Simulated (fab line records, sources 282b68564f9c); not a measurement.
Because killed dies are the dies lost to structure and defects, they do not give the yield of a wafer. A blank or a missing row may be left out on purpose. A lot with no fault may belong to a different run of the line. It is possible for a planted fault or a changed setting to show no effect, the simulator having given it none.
Struck lot and sound lot, side by side / flow rit-cmos / 14 out of 202 route steps
Sound: wafers L556.2, L556.3, L556.4. Wafers struck: L554.1, L554.3, L554.4. The cause is given at the end.
Order at every step that has rows: each side's tool, ch and its chambers, its first start. Under that, the readings that differ: sound wafers / struck wafers / difference of the means / sigmas: that difference in standard deviations of wafers without a fault.
alike: same words and numbers on both sides, and readings whose means sit less than 2 such deviations apart. not compared: any withheld reading, any reading some wafer has no value for, any bound like >300 that may hide the same value, and any number with overlapping values for which the record gives no deviation.
A row with sigmas, a row that says differs or no value, or rows on one side alone: a step with any of these is where the two part. Numbers that don't overlap but have no deviation are shown without sigmas and don't part them. A reading that every wafer of one side lacks parts them only if that side has two wafers or more.

RIT_GATE_STRIP_20: strips in O2, time 180 s.
  sound on plasma-asher-02 ch 0,1, day 7 05:20; struck on plasma-asher-01 ch 0,1, day 6 17:52
  alike: drypump-motor-current-A
  not compared: rf-hours-counter-h
RIT_GATE_CD_MEAS_90: the cd target is 150 nm.
  struck on cd-sem-01, day 6 18:02; sound on cd-sem-01, day 7 05:31
  alike: cd-nm
then, 4 steps without rows for these wafers: RIT_REOX_CLEAN_00 (cleans in SC1, time 600 s); RIT_REOX_CLEAN_01 (cleans in dHF, time 30 s); RIT_REOX_CLEAN_02 (cleans in SC2, time 600 s); RIT_REOX_OXIDATION_03 (target thk 25.2 nm, ox time 5580 s).
RIT_REOX_THK_MEAS_04:
  struck on film-metro-01, day 6 21:04; sound on film-metro-01, day 7 08:34
  alike: REOX_OXIDE_THK
then, 5 steps without rows for these wafers: RIT_NLDD_HMDS_00 (prime time 60 s); RIT_NLDD_COAT_01 (resist thk 1000 nm); RIT_NLDD_SOFTBAKE_02 (time 60 s); RIT_NLDD_EXPOSE_03 (exposes mask M7, target cd 40700 nm); RIT_NLDD_PEB_04.
RIT_NLDD_DEVELOP_05: develop time 50 s.
  struck on litho-track-02, day 6 21:00; sound on litho-track-03 ch 0, day 7 09:00
  no value came back on the struck wafers for chill-plate-temp-C (C), develop-time-s (s); on the sound wafers chill-plate-temp-C (C) reads 23.09 22.88 23.06
RIT_NLDD_OVL_MEAS_06:
  struck on overlay-01, day 6 21:59; sound on overlay-02, day 7 09:28
reading=NLDD_OVL (nm); sound=-1.3 -1.1 -1.7; struck=- - -; difference=no value on the struck wafers; sigmas=

== WHERE THEY PART ==
At RIT_NLDD_DEVELOP_05 first; at RIT_NLDD_OVL_MEAS_06 last (within this record only).

WHY: what the simulator had put in
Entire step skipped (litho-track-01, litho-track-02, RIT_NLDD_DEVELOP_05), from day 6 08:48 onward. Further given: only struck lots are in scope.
